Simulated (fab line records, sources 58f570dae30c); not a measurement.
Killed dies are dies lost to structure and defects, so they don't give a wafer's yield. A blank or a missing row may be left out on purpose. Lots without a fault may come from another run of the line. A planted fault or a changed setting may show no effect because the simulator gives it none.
A struck lot beside a sound one | flow berkeley_cmos170 | 14 steps out of a route of 331
Sound: wafers L293.2, L293.3, L293.6. Struck: wafers L282.1, L282.3, L282.4. The cause comes at the end.
At each step with rows: each side's tool, then ch and its chambers, then its first start. Under that, the readings that differ: sound wafers | struck wafers | difference of the means | sigmas: that difference in standard deviations of wafers without a fault.
alike: readings whose means differ by less than 2 such deviations, and words and numbers that are the same on both sides. not compared: withheld readings, readings that some wafer has no value for, bounds like >300 that may hide the same value, and numbers for which the record gives no deviation and whose values overlap.
The two part at a step that has a row with sigmas, a row that says differs or no value, or rows on one side only. Numbers that don't overlap but have no deviation are shown without sigmas and don't part them. A reading that every wafer of one side lacks parts them only if that side has two wafers or more.

first, 3 steps without rows for these wafers: UCB170_PSD_EXPOSE_03 (exposes mask PSELECT MOD, target cd 1200 nm); UCB170_PSD_PEB_04; UCB170_PSD_DEVELOP_05 (develop time 45 s).
UCB170_PSD_CD_MEAS_06: target cd 1200 nm.
  sound on cd_sem-02, day 10 15:37; struck on cd_sem-01, day 8 01:44
  reading    | sound                | struck               | difference | sigmas
  cd_nm (nm) | 1198.0 1196.7 1197.5 | 1201.2 1201.4 1200.9 | +3.8       | +3
UCB170_PSD_OVL_MEAS_07:
  sound on overlay-02, day 10 15:43; struck on overlay-02, day 8 01:51
  alike: PSD_OVL
then, 1 step without rows for these wafers: UCB170_PSD_IMPLANT_08.
UCB170_PSD_STRIP_09: strips in O2.
  sound on plasma_asher-01 ch 0,1, day 10 15:53; struck on plasma_asher-03 ch 0,1, day 8 02:02
  alike: drypump_motor_current_A, oes_product_au, strip_time_to_endpoint_s
  not compared: rf_hours_counter_h
UCB170_PSD_TW_MEAS_10:
  sound on film_metro-03, day 10 16:00; struck on film_metro-03, day 8 02:08
  alike: PSD_TW
then, 4 steps without rows for these wafers: UCB170_PSD_CLEAN_11 (cleans in SPM, time 600 s); UCB170_NSD_HMDS_00 (prime time 60 s); UCB170_NSD_COAT_01 (resist thk 900 nm); UCB170_NSD_SOFTBAKE_02 (time 60 s).
UCB170_NSD_EXPOSE_03: exposes mask NSELECT MOD, target cd 1200 nm.
  sound on krf_scanner-01 ch 0, day 10 17:13; struck on krf_scanner-01, day 8 03:22
  no value came back on the struck wafers for exposure_dose_mJ_cm2, focus_offset_nm (nm), na, reticle_temp_C (C); on the sound wafers exposure_dose_mJ_cm2 reads 29.97 29.92 29.93
  alike: mask
then, 1 step without rows for these wafers: UCB170_NSD_PEB_04.

WHERE THEY PART
First at UCB170_PSD_CD_MEAS_06; last, within this record, at UCB170_NSD_EXPOSE_03.

WHY: what the simulator had put in
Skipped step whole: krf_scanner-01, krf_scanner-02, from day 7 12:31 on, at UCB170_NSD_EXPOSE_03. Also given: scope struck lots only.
